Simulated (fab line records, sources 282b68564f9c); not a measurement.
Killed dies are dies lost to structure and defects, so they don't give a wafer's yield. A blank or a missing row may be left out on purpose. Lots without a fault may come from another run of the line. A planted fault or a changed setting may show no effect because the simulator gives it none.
Which tool did it? | flow rit_cmos | 14 lots, 42 wafers sampled, at 3 steps of a route of 202

WHAT THE GAUGES READ, wafer by wafer
RIT_NLDD_TW_MEAS_10. Usual: NLDD_TW 2483, standard deviation 16.
lot  | measured    | on            | NLDD_TW                       | flag
L993 | day 2 20:51 | film_metro-04 | 2495 2482 2485                |
L995 | day 3 10:25 | film_metro-04 | 2458 2478 2480                |
L999 | day 4 05:39 | film_metro-01 | 2489 2500 2497                |
L100 | day 4 16:35 | film_metro-04 | 2481 2474 2485                |
L101 | day 4 19:16 | film_metro-01 | 2727 2724 2707 2718 2718 2727 | OFF
L103 | day 5 01:50 | film_metro-04 | 2701 2695 2714 2707 2699 2700 | OFF
L104 | day 5 08:13 | film_metro-01 | 2487 2491 2489                |
L107 | day 5 21:17 | film_metro-04 | 2458 2466 2461                |
L110 | day 6 11:46 | film_metro-01 | 2485 2489 2487                |
L111 | day 6 15:16 | film_metro-04 | 2458 2462 2459                |
L112 | day 6 22:52 | film_metro-01 | 2480 2476 2486                |
L113 | day 7 04:10 | film_metro-02 | 2499 2499 2500                |
L114 | day 7 06:44 | film_metro-01 | 2497 2483 2495                |
L116 | day 7 17:46 | film_metro-02 | 2482 2499 2502                |

RIT_SDANNEAL_RS_MEAS_07: measures by four-point-probe. Usual: NLDD_RS 151.6 ohm/sq, standard deviation 0.54.
lot  | measured    | on            | NLDD_RS (ohm/sq)                    | flag
L993 | day 3 05:01 | film_metro-02 | 150.7 151.0 151.0                   |
L995 | day 3 18:11 | film_metro-04 | 152.0 152.0 151.7                   |
L999 | day 4 13:56 | film_metro-01 | 151.6 151.4 151.8                   |
L100 | day 5 00:19 | film_metro-01 | 151.6 151.7 151.6                   |
L101 | day 5 06:52 | film_metro-01 | 114.3 114.1 114.5 114.1 114.0 114.4 | OFF
L103 | day 5 11:57 | film_metro-01 | 113.9 113.8 113.9 113.9 114.1 114.0 | OFF
L104 | day 5 16:17 | film_metro-01 | 151.9 151.6 150.9                   |
L107 | day 6 05:07 | film_metro-02 | 152.0 151.6 152.6                   |
L110 | day 6 19:52 | film_metro-02 | 150.4 151.1 151.1                   |
L111 | day 6 23:21 | film_metro-04 | 151.5 151.4 151.1                   |
L112 | day 7 06:37 | film_metro-04 | 152.6 152.6 151.8                   |
L113 | day 7 12:35 | film_metro-04 | 151.4 151.6 151.6                   |
L114 | day 7 14:43 | film_metro-01 | 152.3 152.1 152.2                   |
L116 | day 8 01:44 | film_metro-02 | 151.2 151.6 151.4                   |

WHICH TOOL RAN EACH LOT (tool, then ch and the chambers of the sampled wafers, then the start)
lot  | RIT_NLDD_IMPLANT_08
L993 | implanter-04 ch 0, day 2 20:32
L995 | implanter-04 ch 0, day 3 10:07
L999 | implanter-04 ch 0, day 4 05:20
L100 | implanter-04 ch 0, day 4 16:16
L101 | implanter-04 ch 0, day 4 18:58
L103 | implanter-04 ch 0, day 5 01:32
L104 | implanter-02 ch 0, day 5 07:54
L107 | implanter-01 ch 0, day 5 20:58
L110 | implanter-01 ch 0, day 6 11:29
L111 | implanter-02 ch 0, day 6 14:58
L112 | implanter-01 ch 0, day 6 22:32
L113 | implanter-01 ch 0, day 7 03:50
L114 | implanter-01 ch 0, day 7 06:26
L116 | implanter-04 ch 0, day 7 17:26
- RIT_NLDD_IMPLANT_08

WHAT THE TOOLS THEMSELVES READ (means of the sampled wafers that have a number; where no wafer has one, the mark that the record gives instead)
RIT_NLDD_IMPLANT_08. Usual: dose_ions_cm2 5e+14, standard deviation 5.6e+11; faraday_current_uA 1571, standard deviation 32.
lot  | tool         | dose_ions_cm2 | faraday_current_uA | flag
L993 | implanter-04 | 5e+14         | 1582               |
L995 | implanter-04 | 5e+14         | 1576               |
L999 | implanter-04 | 5e+14         | 1585               |
L100 | implanter-04 | 5e+14         | 1582               |
L101 | implanter-04 | 7e+14         | 2188               | OFF
L103 | implanter-04 | 7e+14         | 2256               | OFF
L104 | implanter-02 | 5e+14         | 1583               |
L107 | implanter-01 | 5e+14         | 1587               |
L110 | implanter-01 | 5e+14         | 1583               |
L111 | implanter-02 | 5e+14         | 1543               |
L112 | implanter-01 | 5e+14         | 1573               |
L113 | implanter-01 | 5e+14         | 1529               |
L114 | implanter-01 | 5e+14         | 1559               |
L116 | implanter-04 | 5e+14         | 1568               |

THE ANSWER, worked out from the rows above alone
Rule: a lot is off if the mean of its wafers that have a number lies more than 3 standard deviations from the usual mean. A lot without any number at a reading at which 4 lots or more have one is off too. The other lots that the step has rows for count as sound. The gauges are gone through in route order, then the tools' own readings, and for those a lot's mean is taken as printed above. The first step at which some lot is off is used, and at that step the reading that is off furthest; a lot without a number counts as furthest.
Off: L101, L103, at RIT_NLDD_TW_MEAS_10 (NLDD_TW).
A tool fits if, at a process step before that reading, it ran every lot that is off, and no sound lot after the first of them. The gauges at RIT_NLDD_TW_MEAS_10 aren't tried: what is off there is off at RIT_NLDD_IMPLANT_08 too, on other tools, and a gauge's error can't cause that. None of those tried fits.

WHAT THE SIMULATOR HAD PUT IN
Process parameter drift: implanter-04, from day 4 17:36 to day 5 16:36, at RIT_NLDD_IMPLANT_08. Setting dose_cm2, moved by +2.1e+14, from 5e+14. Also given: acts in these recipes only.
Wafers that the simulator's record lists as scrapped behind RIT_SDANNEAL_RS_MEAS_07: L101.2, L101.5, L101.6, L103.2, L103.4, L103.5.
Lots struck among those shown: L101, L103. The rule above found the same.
